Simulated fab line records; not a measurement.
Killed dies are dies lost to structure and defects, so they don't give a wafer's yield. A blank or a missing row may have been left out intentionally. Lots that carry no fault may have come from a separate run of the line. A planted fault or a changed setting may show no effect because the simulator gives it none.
What tool caused it? | flow berkeleyCmos170 | 13 lots, 39 wafers sampled, at 6 steps of a route of 331

== WHAT THE GAUGES READ, wafer by wafer ==
UCB170_V1_THK_MEAS_04.
lot  | measured     | on           | V1_POLISHED_THK (nm)
L108 | day 7 05:17  | filmMetro-02 | 1000.1 1001.5 999.1
L109 | day 7 15:44  | filmMetro-02 | 999.6 999.3 1000.2
L110 | day 7 15:46  | filmMetro-01 | 998.3 1000.2 998.7
L111 | day 8 01:53  | filmMetro-02 | 997.5 999.1 999.8
L112 | day 8 01:52  | filmMetro-01 | 1000.2 1000.2 998.3
L113 | day 8 12:14  | filmMetro-02 | 1000.7 999.6 1000.2
L117 | day 9 01:14  | filmMetro-02 | 1000.0 1001.1 1001.4
L120 | day 9 14:33  | filmMetro-01 | 1001.9 1002.8 999.6
L119 | day 9 17:24  | filmMetro-02 | 1000.2 1001.1 999.6
L118 | day 9 17:23  | filmMetro-01 | 999.2 999.1 999.2
L122 | day 10 03:34 | filmMetro-02 | 999.9 749.9 1001.0
L124 | day 10 16:38 | filmMetro-02 | 999.5 1000.4 1001.9
L131 | day 12 04:19 | filmMetro-01 | 999.7 1000.1 999.2

UCB170_M2_RS_MEAS_02: measurement is done with a four-point probe.
lot  | measured     | on           | M2_AL_RS (ohm/sq)
L108 | day 7 07:33  | filmMetro-01 | 0.0318 0.0322 0.0315
L109 | day 7 19:05  | filmMetro-04 | 0.0326 0.0323 0.0325
L110 | day 7 19:02  | filmMetro-01 | 0.0324 0.0323 0.0325
L111 | day 8 03:58  | filmMetro-03 | 0.0323 0.0325 0.0322
L112 | day 8 04:05  | filmMetro-01 | 0.0322 0.0324 0.0322
L113 | day 8 14:22  | filmMetro-03 | 0.0332 0.0329 0.0326
L117 | day 9 04:13  | filmMetro-01 | 0.0325 0.0326 0.0324
L120 | day 9 18:25  | filmMetro-04 | 0.0327 0.0330 0.0326
L119 | day 9 19:49  | filmMetro-03 | 0.0319 0.0322 0.0321
L118 | day 9 20:03  | filmMetro-01 | 0.0327 0.0326 0.0325
L122 | day 10 05:34 | filmMetro-03 | 0.0326 0.0322 0.0325
L124 | day 10 19:51 | filmMetro-03 | 0.0325 0.0327 0.0324
L131 | day 12 07:08 | filmMetro-04 | 0.0328 0.0322 0.0321

UCB170_M2_CD_MEAS_15 targets a cd of 700 nm.
lot  | measured     | on       | cdNm (nm)
L108 | day 7 10:09  | cdSem-02 | 701.1 701.2 700.6
L109 | day 7 21:34  | cdSem-02 | 699.9 699.6 700.3
L110 | day 7 21:02  | cdSem-01 | 698.2 698.3 699.7
L111 | day 8 05:44  | cdSem-02 | 700.4 700.5 702.4
L112 | day 8 05:51  | cdSem-02 | 698.9 699.3 698.9
L113 | day 8 16:41  | cdSem-01 | 702.1 702.3 702.9
L117 | day 9 06:41  | cdSem-01 | 697.9 695.6 696.6
L120 | day 9 20:56  | cdSem-02 | 701.5 701.3 699.1
L119 | day 9 22:04  | cdSem-02 | 700.0 699.3 698.7
L118 | day 9 22:18  | cdSem-02 | 697.6 698.0 698.5
L122 | day 10 07:19 | cdSem-02 | 702.2 701.8 701.9
L124 | day 10 22:23 | cdSem-02 | 699.2 701.4 701.6
L131 | day 12 09:57 | cdSem-01 | 699.4 701.0 699.9

== TOOL THAT RAN EACH LOT (tool first, then ch and the chambers of the sampled wafers, then the start) ==
lot  | UCB170_V1_CMP_02              | UCB170_V1_ETCH_14                 | UCB170_M2_STRIP_07
L108 | cmp-01 ch 0,1,3, day 7 04:57  | rieDiel-03 ch 1,2,3, day 7 06:59  | plasmaAsher-03 ch 0, day 7 08:28
L109 | cmp-02 ch 0,2,3, day 7 15:28  | rieDiel-04 ch 1,3, day 7 18:32    | plasmaAsher-04 ch 0,1, day 7 19:49
L110 | cmp-01 ch 1,2,3, day 7 15:28  | rieDiel-02 ch 0,2, day 7 18:27    | plasmaAsher-03 ch 0,1, day 7 19:42
L111 | cmp-02 ch 1,2,3, day 8 01:32  | rieDiel-02 ch 0,3, day 8 03:23    | plasmaAsher-01 ch 0,1, day 8 04:36
L112 | cmp-01 ch 1,2,3, day 8 01:32  | rieDiel-03 ch 0,2,3, day 8 03:32  | plasmaAsher-04 ch 1, day 8 04:43
L113 | cmp-02 ch 0,2,3, day 8 11:47  | rieDiel-03 ch 1,2,3, day 8 13:50  | plasmaAsher-04 ch 0,1, day 8 15:00
L117 | cmp-01 ch 1,3, day 9 00:49    | rieDiel-03 ch 0,3, day 9 03:37    | plasmaAsher-04 ch 0,1, day 9 05:07
L120 | cmp-01 ch 0,2, day 9 14:08    | rieDiel-04 ch 0,3, day 9 17:46    | plasmaAsher-04 ch 0,1, day 9 19:11
L119 | cmp-01 ch 1,2, day 9 16:58    | rieDiel-04 ch 0,1,2, day 9 19:14  | plasmaAsher-01 ch 0,1, day 9 20:42
L118 | cmp-02 ch 0,2,3, day 9 17:04  | rieDiel-02 ch 2,3, day 9 19:30    | plasmaAsher-03 ch 1, day 9 20:41
L122 | cmp-01 ch 0,2,3, day 10 03:18 | rieDiel-04 ch 0,1, day 10 05:00   | plasmaAsher-04 ch 0,1, day 10 06:12
L124 | cmp-02 ch 0,1,2, day 10 16:18 | rieDiel-02 ch 0,1,2, day 10 19:16 | plasmaAsher-04 ch 0,1, day 10 20:29
L131 | cmp-02 ch 0,2,3, day 12 04:01 | rieDiel-02 ch 0,1,2, day 12 06:33 | plasmaAsher-01 ch 0,1, day 12 07:47
- UCB170_V1_CMP_02: polishes SiO2.
- UCB170_V1_ETCH_14: etches SiO2 in CHF3/CF4/Ar, stops on Al, target depth 1250 nm, time 291 s.
- UCB170_M2_STRIP_07: strips in O2.

== WHAT THE TOOLS THEMSELVES READ (means of the sampled wafers that have a number; where no wafer has one, the mark that the record gives instead) ==
UCB170_V1_CMP_02.
lot  | tool   | motorCurrentA (A)
L108 | cmp-01 | 13.4
L109 | cmp-02 | 16.0
L110 | cmp-01 | 14.2
L111 | cmp-02 | 17.1
L112 | cmp-01 | 13.9
L113 | cmp-02 | 16.2
L117 | cmp-01 | 13.2
L120 | cmp-01 | 15.5
L119 | cmp-01 | 14.7
L118 | cmp-02 | 16.3
L122 | cmp-01 | 14.4
L124 | cmp-02 | 15.7
L131 | cmp-02 | 16.7

UCB170_V1_ETCH_14.
lot  | tool       | drypumpMotorCurrentA (A) | oesProductAu (a.u.) | throttleValvePct (%)
L108 | rieDiel-03 | 6.3                      | 0.884               | 6.81
L109 | rieDiel-04 | 5.2                      | 0.876               | 6.99
L110 | rieDiel-02 | 5.8                      | 0.889               | 6.98
L111 | rieDiel-02 | 5.6                      | 0.886               | 7.00
L112 | rieDiel-03 | 5.8                      | 0.876               | 6.85
L113 | rieDiel-03 | 6.2                      | 0.877               | 6.80
L117 | rieDiel-03 | 5.4                      | 0.883               | 6.86
L120 | rieDiel-04 | 5.0                      | 0.897               | 6.92
L119 | rieDiel-04 | 5.2                      | 0.881               | 6.90
L118 | rieDiel-02 | 5.6                      | 0.871               | 6.96
L122 | rieDiel-04 | 5.1                      | 0.841               | 6.92
L124 | rieDiel-02 | 5.7                      | 0.886               | 6.95
L131 | rieDiel-02 | 5.7                      | 0.887               | 6.95

UCB170_M2_STRIP_07.
lot  | tool           | drypumpMotorCurrentA (A) | oesProductAu (a.u.) | stripTimeToEndpointS (s)
L108 | plasmaAsher-03 | 6.0                      | 0.731               | 21.96
L109 | plasmaAsher-04 | 6.2                      | 0.729               | 21.95
L110 | plasmaAsher-03 | 5.4                      | 0.738               | 22.05
L111 | plasmaAsher-01 | 5.2                      | 0.739               | 21.92
L112 | plasmaAsher-04 | 6.1                      | 0.735               | 22.04
L113 | plasmaAsher-04 | 6.2                      | 0.735               | 21.96
L117 | plasmaAsher-04 | 6.2                      | 0.737               | 22.00
L120 | plasmaAsher-04 | 6.2                      | 0.733               | 21.98
L119 | plasmaAsher-01 | 5.5                      | 0.737               | 21.88
L118 | plasmaAsher-03 | 5.1                      | 0.734               | 22.04
L122 | plasmaAsher-04 | 6.2                      | 0.732               | 21.85
L124 | plasmaAsher-04 | 6.1                      | 0.737               | 21.93
L131 | plasmaAsher-01 | 5.5                      | 0.736               | 21.97

== THE ANSWER, worked out from the rows above alone ==
Rule: what is usual is taken from the lots themselves. Put in order of their means at a reading, lots are off if they are a third of the lots or fewer, leave a main group of 4 or more, and stand apart from it by a gap of 3 or more times the standard deviation of the main group's means; of several such gaps the widest counts. A main group whose means are all the same, to the digits that the tables above print for the reading, isn't used. A lot without any number at a reading at which 4 lots or more have one is off too. Where the step has rows for the other lots, those lots are counted as sound. First the gauges in route order, then the tools' own readings, where a lot's mean is used as printed above. The first step at which some lot is off is used, and at that step the reading that is off furthest; a lot without a number counts as furthest.
Off: L122, seen at UCB170_V1_THK_MEAS_04 (V1_POLISHED_THK). The main group has a mean of 1000.0 nm with a standard deviation of 0.74.
If a tool, at a process step before that reading, ran all the lots that are off and no sound lot after the first of them, it fits. The gauges at UCB170_V1_THK_MEAS_04 aren't tried: what is off there is off at UCB170_V1_ETCH_14 too, on other tools, and a gauge's error can't cause that. One fits: cmp-01 at UCB170_V1_CMP_02. Its last sound lot is L119 (day 9 16:58), its first lot that is off L122 (day 10 03:18): a fault that began between those two fits.

== WHAT THE SIMULATOR HAD PUT IN ==
cmp-01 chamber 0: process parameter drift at UCB170_V1_CMP_02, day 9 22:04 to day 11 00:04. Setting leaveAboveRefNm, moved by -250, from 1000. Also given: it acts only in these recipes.
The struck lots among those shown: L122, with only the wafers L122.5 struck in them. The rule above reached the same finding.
